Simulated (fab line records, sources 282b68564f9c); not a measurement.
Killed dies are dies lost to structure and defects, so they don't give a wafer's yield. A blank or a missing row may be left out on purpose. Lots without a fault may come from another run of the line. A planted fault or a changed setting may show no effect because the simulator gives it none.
Split-lot experiment | flow rit_cmos | 5 lots, 23 wafers read, on a route of 202 steps

THE SPLIT
At RIT_PSD_COAT_01 (resist thk 1000 nm), the setting resist_thk_nm was moved away from the recipe's 1000 nm on 5 of the 23 wafers read, by -3.1% to +3.4%. The other wafers ran this setting at the recipe's value.

FROM THE SPLIT TO THE READING: what the file shows between them, 4 steps
- RIT_PSD_SOFTBAKE_02: time 60 s (also split here: temp_c)
- RIT_PSD_EXPOSE_03: exposes mask M10, target cd 40900 nm
- RIT_PSD_PEB_04
- RIT_PSD_DEVELOP_05: develop time 50 s

THE READING
NOVOLAK_of_PSD_COAT_01.thk_nm (the simulator's own value, which no gauge read), in nm, at RIT_PSD_HARDBAKE_07 (time 60 s). The file gives no usual value for it. The 18 wafers here that ran the recipe average 883.6 nm, standard deviation 3.2 nm.

wafer  | tool, chamber at the split | resist_thk_nm as run, nm | against the recipe | NOVOLAK_of_PSD_COAT_01.thk_nm, nm | against lot-mates on the recipe
L075.2 | litho_track-01, 0          | 1000                     | recipe             | 877.8                             | -
L075.3 | litho_track-01, 0          | 1000                     | recipe             | 878.4                             | -
L075.6 | litho_track-01, 0          | 1000                     | recipe             | 880.6                             | -
L076.1 | litho_track-01, 0          | 1000                     | recipe             | 886.3                             | -
L076.2 | litho_track-01, 0          | 1000                     | recipe             | 886.1                             | -
L076.3 | litho_track-01, 0          | 1000                     | recipe             | 884.2                             | -
L076.4 | litho_track-01, 0          | 1000                     | recipe             | 887.2                             | -
L076.6 | litho_track-01, 0          | 1000                     | recipe             | 886.8                             | -
L077.1 | litho_track-01, 0          | 1000                     | recipe             | 884.4                             | -
L077.3 | litho_track-01, 0          | 1000                     | recipe             | 884.4                             | -
L077.2 | litho_track-01, 0          | 1000                     | recipe             | 887                               | -
L077.4 | litho_track-01, 0          | 1000                     | recipe             | 886.2                             | -
L077.6 | litho_track-01, 0          | 1000                     | recipe             | 885.4                             | -
L082.2 | litho_track-04, 0          | 1034                     | +3.4%              | 910.5                             | +30.9
L082.3 | litho_track-04, 0          | 1000                     | recipe             | 879.4                             | -
L082.4 | litho_track-04, 0          | 1034                     | +3.4%              | 908.6                             | +29.0
L082.5 | litho_track-04, 0          | 1000                     | recipe             | 881.4                             | -
L082.6 | litho_track-04, 0          | 1000                     | recipe             | 878.1                             | -
L083.1 | litho_track-04, 0          | 968.8                    | -3.1%              | 857                               | -28.2
L083.3 | litho_track-04, 0          | 1000                     | recipe             | 884.6                             | -
L083.4 | litho_track-04, 0          | 1000                     | recipe             | 885.7                             | -
L083.5 | litho_track-04, 0          | 968.8                    | -3.1%              | 853.8                             | -31.4
L083.6 | litho_track-04, 0          | 968.8                    | -3.1%              | 857.1                             | -28.1

THE FIT
A straight line over all 23 wafers: NOVOLAK_of_PSD_COAT_01.thk_nm changes by +8.29 nm for each +1% of resist_thk_nm; r = +0.97; the points scatter about the line by 3.2 nm.
The same after taking each lot's own level away (the mean of its wafers on the recipe; 23 wafers): +9.1 nm for each +1%; r = +1.00; scatter 1.3 nm.
On that fit, the largest move of resist_thk_nm shifts the reading by 31 nm.
The lots' own levels span 878.93 to 886.12 nm, that is 2.2 times the standard deviation above.
So the lot-to-lot level changes the slope little: the two slopes agree.
Check: with one of the wafers moved furthest among these (+3.4%) left out of the fit, the line predicts +30.7 nm for it against its lot-mates. It came out at +30.9 nm against them.

OTHER SPLITS ON THESE WAFERS
These wafers also went through other splits before the reading. Each is held against what the fit with the lots' levels taken away leaves over:
other split on the same wafers    | wafers away from the commonest value | r with NOVOLAK_of_PSD_COAT_01.thk_nm (lot level and that fit taken away)
RIT_ACTIVE_OXIDATION_01 ox_time_s | 18                                   | +0.08
RIT_FOX2_OXIDATION_00 temp_c      | 15                                   | +0.11
RIT_FOX2_CLEAN_02 time_s          | 15                                   | +0.00
RIT_NWELL_IMPLANT_08 energy_kev   | 7                                    | +0.26
RIT_PWELL_COAT_01 resist_thk_nm   | 8                                    | +0.09
RIT_NLDD_COAT_01 resist_thk_nm    | 8                                    | +0.10
RIT_SPACER_CVD_03 time_s          | 18                                   | -0.06
RIT_PSD_SOFTBAKE_02 temp_c        | 4                                    | -0.13

THE WHOLE CHAIN: every reading that the file lists as answering this split, in the file's order
step                | what it does       | reading                                                                        | change (the file's fit)              | r (the file's)
RIT_PSD_COAT_01     | resist thk 1000 nm | NOVOLAK_of_PSD_COAT_01.thk_nm (the simulator's own value, which no gauge read) | +10.3 nm for each +1% of the setting | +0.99
RIT_PSD_DEVELOP_05  | develop time 50 s  | NOVOLAK_of_PSD_COAT_01.thk_nm (the simulator's own value, which no gauge read) | +10.7 nm for each +1% of the setting | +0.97
RIT_PSD_HARDBAKE_07 | time 60 s          | NOVOLAK_of_PSD_COAT_01.thk_nm (the simulator's own value, which no gauge read) | +9.05 nm for each +1% of the setting | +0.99

THE FILE'S OWN FIT
NOVOLAK_of_PSD_COAT_01.thk_nm changes by +9.05 nm for each +1% of resist_thk_nm, r = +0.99.
